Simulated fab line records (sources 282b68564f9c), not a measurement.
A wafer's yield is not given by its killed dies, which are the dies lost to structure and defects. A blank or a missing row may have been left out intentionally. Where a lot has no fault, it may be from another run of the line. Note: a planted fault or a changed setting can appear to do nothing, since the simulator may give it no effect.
The tool behind it: which one? || flow ritCmos || 14 lots, 42 wafers sampled, at 2 steps of a route of 202

## WHAT THE GAUGES READ, wafer by wafer
RIT_NSD_TW_MEAS_10. Usual: NSD_TW typically reads 3088, with standard deviation 16.
{"lot": "L494", "measured": "day 3 06:53", "on": "filmMetro-02", "NSD_TW": "3067 3075 3083", "flag": ""}
{"lot": "L495", "measured": "day 3 15:05", "on": "filmMetro-02", "NSD_TW": "3096 3082 3089", "flag": ""}
{"lot": "L496", "measured": "day 3 21:34", "on": "filmMetro-01", "NSD_TW": "3074 3102 3079", "flag": ""}
{"lot": "L498", "measured": "day 4 06:51", "on": "filmMetro-04", "NSD_TW": "3102 3089 3110", "flag": ""}
{"lot": "L500", "measured": "day 4 11:44", "on": "filmMetro-01", "NSD_TW": "3100 3112 3109", "flag": ""}
{"lot": "L502", "measured": "day 4 22:18", "on": "filmMetro-01", "NSD_TW": "3083 3091 3092", "flag": ""}
{"lot": "L503", "measured": "day 5 05:25", "on": "filmMetro-02", "NSD_TW": "3067 3061 3088", "flag": ""}
{"lot": "L504", "measured": "day 5 08:06", "on": "filmMetro-01", "NSD_TW": "3109 3073 3096", "flag": ""}
{"lot": "L506", "measured": "day 5 16:07", "on": "filmMetro-01", "NSD_TW": "3098 3095 3094", "flag": ""}
{"lot": "L509", "measured": "day 6 08:32", "on": "filmMetro-01", "NSD_TW": "3092 3077 3088", "flag": ""}
{"lot": "L510", "measured": "day 6 11:24", "on": "filmMetro-01", "NSD_TW": "30 30 30", "flag": "OFF"}
{"lot": "L512", "measured": "day 6 23:04", "on": "filmMetro-02", "NSD_TW": "30 30 30", "flag": "OFF"}
{"lot": "L513", "measured": "day 7 04:23", "on": "filmMetro-02", "NSD_TW": "3086 3053 3066", "flag": ""}
{"lot": "L515", "measured": "day 7 15:25", "on": "filmMetro-04", "NSD_TW": "3120 3117 3119", "flag": ""}

## WHICH TOOL RAN EACH LOT (tool, then ch and the chambers of the sampled wafers, then the start)
{"lot": "L494", "RIT_NSD_DEVELOP_05": "lithoTrack-04 ch 0, day 3 06:00"}
{"lot": "L495", "RIT_NSD_DEVELOP_05": "lithoTrack-04 ch 0, day 3 14:00"}
{"lot": "L496", "RIT_NSD_DEVELOP_05": "lithoTrack-04 ch 0, day 3 20:00"}
{"lot": "L498", "RIT_NSD_DEVELOP_05": "lithoTrack-03 ch 0, day 4 06:00"}
{"lot": "L500", "RIT_NSD_DEVELOP_05": "lithoTrack-02 ch 0, day 4 10:00"}
{"lot": "L502", "RIT_NSD_DEVELOP_05": "lithoTrack-04 ch 0, day 4 21:00"}
{"lot": "L503", "RIT_NSD_DEVELOP_05": "lithoTrack-02 ch 0, day 5 04:00"}
{"lot": "L504", "RIT_NSD_DEVELOP_05": "lithoTrack-04 ch 0, day 5 07:00"}
{"lot": "L506", "RIT_NSD_DEVELOP_05": "lithoTrack-02 ch 0, day 5 15:00"}
{"lot": "L509", "RIT_NSD_DEVELOP_05": "lithoTrack-04 ch 0, day 6 07:00"}
{"lot": "L510", "RIT_NSD_DEVELOP_05": "lithoTrack-04 ch 0, day 6 10:00"}
{"lot": "L512", "RIT_NSD_DEVELOP_05": "lithoTrack-04 ch 0, day 6 22:00"}
{"lot": "L513", "RIT_NSD_DEVELOP_05": "lithoTrack-03 ch 0, day 7 03:00"}
{"lot": "L515", "RIT_NSD_DEVELOP_05": "lithoTrack-02 ch 0, day 7 14:00"}
- RIT_NSD_DEVELOP_05: develop time 50 s.

## AS READ BY THE TOOLS THEMSELVES (means over the sampled wafers that have a number; for cases with no such wafer, the mark the record gives instead)
The record holds no such reading with a usual standard deviation.

## THE ANSWER, worked out from the rows above alone
Rule: a lot counts as off when the mean over its wafers that have a number is more than 3 standard deviations away from the usual mean. A lot without any number at a reading at which 4 lots or more have one is off too. The other lots that the step has rows for count as sound. First the gauges in route order, then the tools' own readings, where a lot's mean is used as printed above. At the first step where some lot is off, the reading lying furthest off is the one used; lots without a number count as furthest.
Off: at RIT_NSD_TW_MEAS_10 (NSD_TW), L510, L512.
A tool fits if, at a process step before that reading, it ran every lot that is off, and no sound lot after the first of them. Gauges at RIT_NSD_TW_MEAS_10: tried the same way as those tools. One fits: lithoTrack-04 at RIT_NSD_DEVELOP_05. Its last sound lot is L509 (day 6 07:00), its first lot that is off L510 (day 6 10:00): a fault that began between those two fits.

## WHAT THE SIMULATOR PUT IN
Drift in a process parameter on lithoTrack-04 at RIT_NSD_DEVELOP_05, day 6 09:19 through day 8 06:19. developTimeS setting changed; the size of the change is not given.
Lots struck among those shown: L510, L512. The rule given above showed the same thing.
